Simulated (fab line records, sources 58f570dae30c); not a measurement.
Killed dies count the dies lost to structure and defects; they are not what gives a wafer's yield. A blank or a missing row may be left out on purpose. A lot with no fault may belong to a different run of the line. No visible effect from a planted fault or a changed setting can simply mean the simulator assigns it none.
What tool caused it? | flow berkeleyCmos170 | Sampling: 14 lots, 42 wafers, 3 of 331 route steps

## WHAT THE GAUGES READ, wafer by wafer
UCB170_NLDD_TW_MEAS_11.
lot  | measured     | on           | NLDD_TW
L276 | day 7 22:32  | filmMetro-04 | 2214 2235 2218
L277 | day 7 22:56  | filmMetro-02 | 2220 2214 2233
L280 | day 8 11:11  | filmMetro-04 | 2213 2207 2222
L281 | day 8 11:55  | filmMetro-02 | 2450 2435 2435 2435 2450 2441
L279 | day 8 11:46  | filmMetro-04 | 2223 2213 2214
L283 | day 8 23:28  | filmMetro-03 | 2178 2189 2180
L282 | day 9 00:16  | filmMetro-03 | 2173 2175 2187
L290 | day 10 08:46 | filmMetro-03 | 2408 2408 2415 2417 2422 2413
L293 | day 11 08:10 | filmMetro-03 | 2169 2172 2175
L294 | day 11 09:44 | filmMetro-04 | 2206 2202 2218
L295 | day 11 22:04 | filmMetro-04 | 2212 2203 2217
L296 | day 11 22:23 | filmMetro-04 | 2200 2217 2210
L297 | day 12 08:29 | filmMetro-03 | 2153 2172 2168
L299 | day 12 21:20 | filmMetro-02 | 2230 2224 2229

UCB170_SDANNEAL_RS_MEAS_05: the measuring method here is four-point-probe.
lot  | measured     | on           | NLDD_RS (ohm/sq)
L276 | day 8 15:01  | filmMetro-02 | 618.4 616.8 617.9
L277 | day 8 15:10  | filmMetro-03 | 619.4 618.8 618.2
L280 | day 9 01:41  | filmMetro-02 | 616.5 616.4 616.8
L281 | day 9 01:28  | filmMetro-04 | 467.2 466.4 465.9 466.4 466.9 466.3
L279 | day 9 01:12  | filmMetro-03 | 619.3 620.1 616.2
L283 | day 9 12:59  | filmMetro-04 | 618.6 621.2 618.5
L282 | day 9 12:38  | filmMetro-03 | 620.2 620.1 620.4
L290 | day 10 18:55 | filmMetro-02 | 466.1 467.9 467.0 467.8 466.1 466.9
L293 | day 11 20:14 | filmMetro-03 | 616.9 618.0 617.0
L294 | day 11 20:32 | filmMetro-04 | 618.3 618.7 618.0
L295 | day 12 08:29 | filmMetro-02 | 616.6 616.0 615.4
L296 | day 12 08:41 | filmMetro-04 | 619.3 617.5 618.8
L297 | day 12 22:10 | filmMetro-04 | 618.6 618.4 615.3
L299 | day 13 09:38 | filmMetro-03 | 615.8 617.1 617.0

## EACH LOT AND THE TOOL THAT RAN IT (in order: tool; ch and the chambers of the sampled wafers; start)
lot  | UCB170_NLDD_IMPLANT_08
L276 | implanter-04 ch 0, day 7 22:10
L277 | implanter-02 ch 0, day 7 22:32
L280 | implanter-02 ch 0, day 8 10:47
L281 | implanter-04 ch 0, day 8 11:05
L279 | implanter-04 ch 0, day 8 11:22
L283 | implanter-04 ch 0, day 8 23:05
L282 | implanter-01 ch 0, day 8 23:53
L290 | implanter-04 ch 0, day 10 08:04
L293 | implanter-04 ch 0, day 11 07:46
L294 | implanter-01 ch 0, day 11 09:20
L295 | implanter-04 ch 0, day 11 21:40
L296 | implanter-02 ch 0, day 11 21:59
L297 | implanter-02 ch 0, day 12 08:04
L299 | implanter-04 ch 0, day 12 20:58
- UCB170_NLDD_IMPLANT_08

## WHAT THE TOOLS THEMSELVES READ (means of the sampled wafers that have a number; where no wafer has one, the mark that the record gives instead)
The record holds no such reading with a usual standard deviation.

## THE ANSWER, worked out from the rows above alone
Rule: what is usual is taken from the lots themselves. Put in order of their means at a reading, lots are off if they are a third of the lots or fewer, leave a main group of 4 or more, and stand apart from it by a gap of 3 or more times the standard deviation of the main group's means; of several such gaps the widest counts. A main group whose means are all the same, to the digits that the tables above print for the reading, isn't used. Also off: a lot with no number at a reading for which 4 or more lots have one. Any other lot the step has rows for is counted as sound. Order of review: gauges by route order, followed by the tools' own readings, for which a lot's mean as printed above is used. The first step at which some lot is off is used, and at that step the reading that is off furthest; a lot without a number counts as furthest.
Off: L281, L290, at UCB170_NLDD_TW_MEAS_11 (NLDD_TW). Mean 2202 and standard deviation 21 in the main group.
A tool fits if, at a process step before that reading, it ran every lot that is off, and no sound lot after the first of them. The gauges at UCB170_NLDD_TW_MEAS_11 are tried like those tools. No candidate that was tried fits.

## WHAT THE SIMULATOR PUT IN
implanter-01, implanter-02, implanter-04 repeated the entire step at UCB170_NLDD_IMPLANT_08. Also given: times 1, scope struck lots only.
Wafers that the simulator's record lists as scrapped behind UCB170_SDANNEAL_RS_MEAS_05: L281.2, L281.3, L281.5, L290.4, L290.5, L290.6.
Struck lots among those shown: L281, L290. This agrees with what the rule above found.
